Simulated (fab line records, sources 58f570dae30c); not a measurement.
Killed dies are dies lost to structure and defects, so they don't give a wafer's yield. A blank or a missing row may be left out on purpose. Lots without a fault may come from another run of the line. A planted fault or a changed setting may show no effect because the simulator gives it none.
Which tool did it? | flow berkeley_cmos170 | 14 lots, 42 wafers sampled, at 4 steps of a route of 331

WHAT THE GAUGES READ, wafer by wafer
UCB170_PSD_TW_MEAS_10.
lot  | measured     | on            | PSD_TW
L944 | day 6 12:20  | film_metro-03 | 2307 2299 2323
L943 | day 6 12:44  | film_metro-04 | 2330 2326 2327
L945 | day 6 17:16  | film_metro-01 | 2335 2325 2317
L946 | day 6 17:31  | film_metro-01 | 2315 2322 2320
L948 | day 7 04:26  | film_metro-03 | 2298 2299 2311
L952 | day 8 02:08  | film_metro-03 | 2057 2058 2065
L954 | day 8 11:47  | film_metro-01 | 2066 2078 2081
L959 | day 9 16:02  | film_metro-01 | 2326 2334 2318
L958 | day 9 16:16  | film_metro-04 | 2347 2343 2351
L960 | day 9 20:01  | film_metro-03 | 2311 2303 2308
L962 | day 10 15:55 | film_metro-04 | 2347 2358 2338
L963 | day 10 15:59 | film_metro-03 | 2291 2294 2315
L964 | day 10 19:07 | film_metro-03 | 2306 2307 2305
L966 | day 11 12:32 | film_metro-03 | 2293 2306 2301

UCB170_SDANNEAL_RS_MEAS_02: measures by four-point-probe.
lot  | measured     | on            | PSD_RS (ohm/sq)
L944 | day 6 17:40  | film_metro-01 | 75.2 75.5 75.0
L943 | day 6 18:02  | film_metro-04 | 75.9 75.7 75.6
L945 | day 6 20:13  | film_metro-01 | 75.4 75.3 75.3
L946 | day 6 20:58  | film_metro-04 | 76.3 76.1 76.2
L948 | day 7 07:38  | film_metro-03 | 75.7 75.8 75.6
L952 | day 8 05:22  | film_metro-03 | 96.2 96.6 96.3
L954 | day 8 15:13  | film_metro-03 | 96.7 96.5 96.3
L959 | day 9 19:20  | film_metro-04 | 75.2 75.4 75.5
L958 | day 9 19:58  | film_metro-04 | 75.7 75.5 75.5
L960 | day 9 22:43  | film_metro-01 | 75.5 75.5 75.3
L962 | day 10 18:44 | film_metro-01 | 75.2 75.7 75.4
L963 | day 10 19:14 | film_metro-01 | 75.3 75.5 75.4
L964 | day 10 22:43 | film_metro-03 | 75.5 75.3 75.8
L966 | day 11 15:32 | film_metro-04 | 75.7 75.4 75.5

WHICH TOOL RAN EACH LOT (tool, then ch and the chambers of the sampled wafers, then the start)
lot  | UCB170_PSD_IMPLANT_08           | UCB170_PSD_STRIP_09
L944 | implanter-02 ch 0, day 6 12:07  | plasma_asher-03 ch 0,1, day 6 12:14
L943 | implanter-01 ch 0, day 6 12:20  | plasma_asher-01 ch 0,1, day 6 12:38
L945 | implanter-04 ch 0, day 6 17:01  | plasma_asher-01 ch 0,1, day 6 17:10
L946 | implanter-04 ch 0, day 6 17:16  | plasma_asher-01 ch 0,1, day 6 17:25
L948 | implanter-01 ch 0, day 7 04:02  | plasma_asher-02 ch 1, day 7 04:20
L952 | implanter-04 ch 0, day 8 01:55  | plasma_asher-03 ch 0,1, day 8 02:02
L954 | implanter-04 ch 0, day 8 11:32  | plasma_asher-01 ch 0,1, day 8 11:41
L959 | implanter-01 ch 0, day 9 15:47  | plasma_asher-01 ch 0,1, day 9 15:55
L958 | implanter-01 ch 0, day 9 16:02  | plasma_asher-03 ch 0,1, day 9 16:09
L960 | implanter-01 ch 0, day 9 19:46  | plasma_asher-02 ch 0,1, day 9 19:55
L962 | implanter-02 ch 0, day 10 15:41 | plasma_asher-03 ch 0,1, day 10 15:49
L963 | implanter-01 ch 0, day 10 15:44 | plasma_asher-01 ch 0,1, day 10 15:53
L964 | implanter-01 ch 0, day 10 18:52 | plasma_asher-02 ch 0,1, day 10 19:01
L966 | implanter-01 ch 0, day 11 12:17 | plasma_asher-02 ch 0,1, day 11 12:25
- UCB170_PSD_IMPLANT_08
- UCB170_PSD_STRIP_09: strips in O2.

WHAT THE TOOLS THEMSELVES READ (means of the sampled wafers that have a number; where no wafer has one, the mark that the record gives instead)
UCB170_PSD_IMPLANT_08.
lot  | tool         | dose_ions_cm2 | end_station_pressure_torr (Torr) | faraday_current_uA
L944 | implanter-02 | 3e+15         | 1.30e-05                         | 9163
L943 | implanter-01 | 3e+15         | 1.31e-05                         | 9295
L945 | implanter-04 | 3e+15         | 1.22e-05                         | 9216
L946 | implanter-04 | 3e+15         | 1.24e-05                         | 9210
L948 | implanter-01 | 3e+15         | 1.20e-05                         | 9159
L952 | implanter-04 | 2e+15         | 1.04e-05                         | 6562
L954 | implanter-04 | 2e+15         | 1.03e-05                         | 6557
L959 | implanter-01 | 3e+15         | 1.25e-05                         | 9168
L958 | implanter-01 | 3e+15         | 1.23e-05                         | 9387
L960 | implanter-01 | 3e+15         | 1.18e-05                         | 9301
L962 | implanter-02 | 3e+15         | 1.27e-05                         | 8912
L963 | implanter-01 | 3e+15         | 1.27e-05                         | 9461
L964 | implanter-01 | 3e+15         | 1.27e-05                         | 9186
L966 | implanter-01 | 3e+15         | 1.24e-05                         | 9392

UCB170_PSD_STRIP_09.
lot  | tool            | drypump_motor_current_A (A) | o2_flow_sccm (sccm) | oes_product_au (a.u.) | strip_time_to_endpoint_s (s)
L944 | plasma_asher-03 | 5.59                        | 400.7               | 0.597                 | 29.41
L943 | plasma_asher-01 | 5.61                        | 401.1               | 0.602                 | 29.44
L945 | plasma_asher-01 | 5.66                        | 399.3               | 0.600                 | 29.47
L946 | plasma_asher-01 | 5.64                        | 398.9               | 0.603                 | 29.42
L948 | plasma_asher-02 | 5.17                        | 400.7               | 0.599                 | 29.45
L952 | plasma_asher-03 | 5.58                        | 399.3               | 0.656                 | 25.82
L954 | plasma_asher-01 | 5.65                        | 399.9               | 0.656                 | 25.69
L959 | plasma_asher-01 | 5.63                        | 400.1               | 0.595                 | 29.54
L958 | plasma_asher-03 | 5.58                        | 400.5               | 0.600                 | 29.35
L960 | plasma_asher-02 | 5.35                        | 399.6               | 0.600                 | 29.48
L962 | plasma_asher-03 | 5.58                        | 399.4               | 0.605                 | 29.47
L963 | plasma_asher-01 | 5.61                        | 399.0               | 0.597                 | 29.48
L964 | plasma_asher-02 | 5.34                        | 399.0               | 0.598                 | 29.39
L966 | plasma_asher-02 | 5.35                        | 399.9               | 0.603                 | 29.44

THE ANSWER, worked out from the rows above alone
Rule: what is usual is taken from the lots themselves. Put in order of their means at a reading, lots are off if they are a third of the lots or fewer, leave a main group of 4 or more, and stand apart from it by a gap of 3 or more times the standard deviation of the main group's means; of several such gaps the widest counts. A main group whose means are all the same, to the digits that the tables above print for the reading, isn't used. A lot without any number at a reading at which 4 lots or more have one is off too. The other lots that the step has rows for count as sound. The gauges are gone through in route order, then the tools' own readings, and for those a lot's mean is taken as printed above. The first step at which some lot is off is used, and at that step the reading that is off furthest; a lot without a number counts as furthest.
Off: L952, L954, at UCB170_PSD_TW_MEAS_10 (PSD_TW). The main group: mean 2318, standard deviation 16.
A tool fits if, at a process step before that reading, it ran every lot that is off, and no sound lot after the first of them. The gauges at UCB170_PSD_TW_MEAS_10 aren't tried: what is off there is off at UCB170_PSD_IMPLANT_08 too, on other tools, and a gauge's error can't cause that. One fits: implanter-04 at UCB170_PSD_IMPLANT_08. Its last sound lot is L946 (day 6 17:16), its first lot that is off L952 (day 8 01:55): a fault that began between those two fits.
The tool's own readings at UCB170_PSD_IMPLANT_08 bear it out: on the lots that are off they differ by more than 5 times the standard deviation of the sound lots' means. dose_ions_cm2 reads 2e+15 there against 3e+15 on the sound lots; end_station_pressure_torr reads 1.04e-05 Torr there against 1.25e-05 Torr on the sound lots; faraday_current_uA reads 6560 there against 9238 on the sound lots.

WHAT THE SIMULATOR HAD PUT IN
Process parameter drift: implanter-04, from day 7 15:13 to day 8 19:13, at UCB170_PSD_IMPLANT_08. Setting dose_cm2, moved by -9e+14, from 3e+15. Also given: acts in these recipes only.
Lots struck among those shown: L952, L954. The rule above found the same.
